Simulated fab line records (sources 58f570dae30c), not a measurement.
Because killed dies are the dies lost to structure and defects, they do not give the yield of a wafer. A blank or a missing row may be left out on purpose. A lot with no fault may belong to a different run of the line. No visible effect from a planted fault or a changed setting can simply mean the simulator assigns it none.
Which of the tools did it? + flow berkeley_cmos170 + 14 lots, 42 wafers sampled, at 5 steps of a route of 331

WHAT EACH GAUGE READ, for each wafer
UCB170_NWELL_THK_MEAS_02. Usual: for NWELL_OXIDE_THK the level is 26.3 nm and the standard deviation is 0.59.
| lot  | measured    | on            | NWELL_OXIDE_THK (nm) | flag |
|------|-------------|---------------|----------------------|------|
| L817 | day 2 03:25 | film_metro-01 | 26.6 26.6 27.0       |      |
| L821 | day 3 05:04 | film_metro-02 | 25.1 25.3 25.9       |      |
| L824 | day 3 14:00 | film_metro-01 | 26.1 26.8 26.3       |      |
| L823 | day 3 14:01 | film_metro-04 | 26.6 26.7 26.7       |      |
| L825 | day 4 05:49 | film_metro-02 | 26.5 26.4 26.0       |      |
| L827 | day 4 15:14 | film_metro-01 | 26.2 26.2 25.9       |      |
| L828 | day 4 15:17 | film_metro-04 | 26.2 25.9 26.2       |      |
| L830 | day 5 02:52 | film_metro-02 | 25.9 26.6 25.9       |      |
| L829 | day 5 02:52 | film_metro-04 | 26.4 26.9 26.7       |      |
| L832 | day 5 13:44 | film_metro-04 | 25.8 25.7 25.7       |      |
| L834 | day 5 22:09 | film_metro-01 | 27.1 27.5 27.0       |      |
| L836 | day 6 06:45 | film_metro-04 | 25.9 25.8 26.0       |      |
| L837 | day 6 06:46 | film_metro-02 | 24.9 25.0 25.3       |      |
| L838 | day 6 15:48 | film_metro-02 | 27.0 27.0 26.6       |      |

UCB170_PLDD_TW_MEAS_11. Usual: for PLDD_TW the level is 1014 and the standard deviation is 14.
| lot  | measured     | on            | PLDD_TW        | flag |
|------|--------------|---------------|----------------|------|
| L817 | day 7 09:10  | film_metro-03 | 1013 1007 1008 |      |
| L821 | day 7 21:57  | film_metro-01 | 998 999 1002   |      |
| L824 | day 8 13:56  | film_metro-04 | 1039 1033 1032 |      |
| L823 | day 8 13:42  | film_metro-01 | 997 998 999    |      |
| L825 | day 9 00:22  | film_metro-01 | 1398 1396 1389 | OFF  |
| L827 | day 8 23:59  | film_metro-04 | 1023 1027 1027 |      |
| L828 | day 8 23:46  | film_metro-03 | 1010 1017 1016 |      |
| L830 | day 9 13:45  | film_metro-01 | 994 993 1002   |      |
| L829 | day 9 13:13  | film_metro-04 | 1436 1432 1443 | OFF  |
| L832 | day 9 13:56  | film_metro-03 | 1019 1013 1017 |      |
| L834 | day 10 09:21 | film_metro-03 | 1018 1011 1013 |      |
| L836 | day 10 20:19 | film_metro-04 | 1041 1036 1029 |      |
| L837 | day 10 20:37 | film_metro-03 | 1018 1012 1018 |      |
| L838 | day 11 01:40 | film_metro-04 | 1035 1031 1031 |      |

UCB170_SDANNEAL_RS_MEAS_04: measurement is done with a four-point probe. Usual: for PLDD_RS the level is 1033.4 ohm/sq and the standard deviation is 2.4.
| lot  | measured     | on            | PLDD_RS (ohm/sq)     | flag |
|------|--------------|---------------|----------------------|------|
| L817 | day 7 22:05  | film_metro-03 | 1031.3 1027.1 1031.9 |      |
| L821 | day 8 11:14  | film_metro-01 | 1034.4 1033.1 1028.5 |      |
| L824 | day 9 05:10  | film_metro-04 | 1030.4 1031.0 1031.2 |      |
| L823 | day 9 05:13  | film_metro-01 | 1032.3 1032.1 1034.1 |      |
| L825 | day 9 20:12  | film_metro-04 | 461.9 461.9 461.0    | OFF  |
| L827 | day 9 19:57  | film_metro-03 | 1033.4 1033.5 1033.1 |      |
| L828 | day 9 19:59  | film_metro-01 | 1034.0 1033.9 1037.6 |      |
| L830 | day 10 06:03 | film_metro-03 | 1030.7 1031.1 1029.5 |      |
| L829 | day 10 05:37 | film_metro-04 | 461.4 462.2 462.4    | OFF  |
| L832 | day 10 05:49 | film_metro-01 | 1033.2 1035.8 1037.6 |      |
| L834 | day 11 02:31 | film_metro-03 | 1031.3 1033.7 1031.3 |      |
| L836 | day 11 12:44 | film_metro-01 | 1033.9 1032.6 1037.4 |      |
| L837 | day 11 15:40 | film_metro-04 | 1034.8 1034.9 1033.6 |      |
| L838 | day 11 16:09 | film_metro-03 | 1033.2 1035.9 1032.9 |      |

WHAT TOOL EACH LOT RAN ON (gives the tool, then ch and the chambers of the sampled wafers, and finally the start)
| lot  | UCB170_PWELL_STRIP_16               | UCB170_PLDD_IMPLANT_08          |
|------|-------------------------------------|---------------------------------|
| L817 | plasma_asher-01 ch 0,1, day 3 07:38 | implanter-04 ch 0, day 7 08:47  |
| L821 | plasma_asher-02 ch 0,1, day 4 05:55 | implanter-02 ch 0, day 7 21:34  |
| L824 | plasma_asher-01 ch 0,1, day 5 05:26 | implanter-02 ch 0, day 8 13:32  |
| L823 | plasma_asher-01 ch 0,1, day 5 05:14 | implanter-04 ch 0, day 8 13:20  |
| L825 | plasma_asher-04 ch 0, day 5 16:41   | implanter-02 ch 0, day 8 23:59  |
| L827 | plasma_asher-04 ch 0,1, day 5 20:47 | implanter-02 ch 0, day 8 23:35  |
| L828 | plasma_asher-04 ch 0,1, day 5 20:03 | implanter-01 ch 0, day 8 23:24  |
| L830 | plasma_asher-02 ch 0,1, day 6 08:37 | implanter-04 ch 0, day 9 13:22  |
| L829 | plasma_asher-04 ch 0,1, day 6 08:56 | implanter-02 ch 0, day 9 12:50  |
| L832 | plasma_asher-02 ch 0,1, day 6 14:43 | implanter-01 ch 0, day 9 13:32  |
| L834 | plasma_asher-01 ch 0,1, day 6 21:59 | implanter-04 ch 0, day 10 08:59 |
| L836 | plasma_asher-04 ch 0,1, day 7 06:22 | implanter-01 ch 0, day 10 19:56 |
| L837 | plasma_asher-01 ch 0,1, day 7 06:08 | implanter-01 ch 0, day 10 20:15 |
| L838 | plasma_asher-04 ch 0,1, day 7 18:31 | implanter-04 ch 0, day 11 01:14 |
- UCB170_PWELL_STRIP_16: strips in O2.
- UCB170_PLDD_IMPLANT_08

WHAT THE TOOLS THEMSELVES READ (means of the sampled wafers that have a number; where no wafer has one, the mark that the record gives instead)
UCB170_PWELL_STRIP_16. Usual: drypump_motor_current_A 5.39 A, standard deviation 0.29; oes_product_au 0.721 a.u., standard deviation 0.0047; strip_time_to_endpoint_s 18.08 s, standard deviation 0.077.
| lot  | tool            | drypump_motor_current_A (A) | oes_product_au (a.u.) | strip_time_to_endpoint_s (s) | flag |
|------|-----------------|-----------------------------|-----------------------|------------------------------|------|
| L817 | plasma_asher-01 | 5.48                        | 0.720                 | 18.09                        |      |
| L821 | plasma_asher-02 | 5.44                        | 0.725                 | 17.97                        |      |
| L824 | plasma_asher-01 | 5.47                        | 0.720                 | 18.14                        |      |
| L823 | plasma_asher-01 | 5.47                        | 0.721                 | 17.97                        |      |
| L825 | plasma_asher-04 | 5.34                        | 0.723                 | 18.10                        |      |
| L827 | plasma_asher-04 | 5.24                        | 0.720                 | 18.07                        |      |
| L828 | plasma_asher-04 | 5.22                        | 0.726                 | 18.13                        |      |
| L830 | plasma_asher-02 | 5.46                        | 0.721                 | 18.06                        |      |
| L829 | plasma_asher-04 | 5.22                        | 0.721                 | 18.19                        |      |
| L832 | plasma_asher-02 | 5.45                        | 0.722                 | 18.16                        |      |
| L834 | plasma_asher-01 | 5.71                        | 0.724                 | 18.11                        |      |
| L836 | plasma_asher-04 | 5.10                        | 0.721                 | 18.06                        |      |
| L837 | plasma_asher-01 | 5.69                        | 0.721                 | 18.14                        |      |
| L838 | plasma_asher-04 | 5.11                        | 0.715                 | 18.14                        |      |

UCB170_PLDD_IMPLANT_08. Usual: beam_on_s 10.01 s, standard deviation 0.19; dose_ions_cm2 5e+13, standard deviation 4.6e+10; faraday_current_uA 158.4, standard deviation 2.9.
| lot  | tool         | beam_on_s (s) | dose_ions_cm2 | faraday_current_uA | flag |
|------|--------------|---------------|---------------|--------------------|------|
| L817 | implanter-04 | 10.02         | 5e+13         | 158.3              |      |
| L821 | implanter-02 | 9.95          | 5e+13         | 159.2              |      |
| L824 | implanter-02 | 9.99          | 5e+13         | 158.7              |      |
| L823 | implanter-04 | 10.12         | 5e+13         | 157.0              |      |
| L825 | implanter-02 | 37.69         | 2e+14         | 210.8              | OFF  |
| L827 | implanter-02 | 10.06         | 5e+13         | 157.8              |      |
| L828 | implanter-01 | 9.93          | 5e+13         | 159.3              |      |
| L830 | implanter-04 | 10.02         | 5e+13         | 158.2              |      |
| L829 | implanter-02 | 37.85         | 2e+14         | 210.0              | OFF  |
| L832 | implanter-01 | 10.11         | 5e+13         | 156.6              |      |
| L834 | implanter-04 | 9.91          | 5e+13         | 159.7              |      |
| L836 | implanter-01 | 9.99          | 5e+13         | 158.4              |      |
| L837 | implanter-01 | 10.08         | 5e+13         | 157.3              |      |
| L838 | implanter-04 | 9.90          | 5e+13         | 159.9              |      |

THE ANSWER, worked out from the rows above alone
Rule: a lot is off if the mean of its wafers that have a number lies more than 3 standard deviations from the usual mean. A lot without any number at a reading at which 4 lots or more have one is off too. The other lots that the step has rows for count as sound. Order of review: gauges by route order, followed by the tools' own readings, for which a lot's mean as printed above is used. The first step at which some lot is off is used, and at that step the reading that is off furthest; a lot without a number counts as furthest.
Off: L825, L829, seen at UCB170_PLDD_TW_MEAS_11 (PLDD_TW).
If a tool, at a process step before that reading, ran all the lots that are off and no sound lot after the first of them, it fits. The gauges at UCB170_PLDD_TW_MEAS_11 aren't tried: what is off there is off at UCB170_PLDD_IMPLANT_08 too, on other tools, and a gauge's error can't cause that. One fits: implanter-02 at UCB170_PLDD_IMPLANT_08. A fault onset in the window from L827 (day 8 23:35, its last sound lot) to L825 (day 8 23:59, its first lot off) fits.
The tool's own readings at UCB170_PLDD_IMPLANT_08 bear it out: on the lots that are off they differ by more than 5 times the standard deviation of the sound lots' means. beam_on_s reads 37.77 s there against 10.01 s on the sound lots; dose_ions_cm2 reads 2e+14 there against 5e+13 on the sound lots; faraday_current_uA reads 210.4 there against 158.4 on the sound lots.

WHAT WAS PUT IN BY THE SIMULATOR
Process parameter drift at UCB170_PLDD_IMPLANT_08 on implanter-02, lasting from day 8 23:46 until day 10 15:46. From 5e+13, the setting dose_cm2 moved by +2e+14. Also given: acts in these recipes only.
Struck lots among those shown: L825, L829. The rule above found the same.
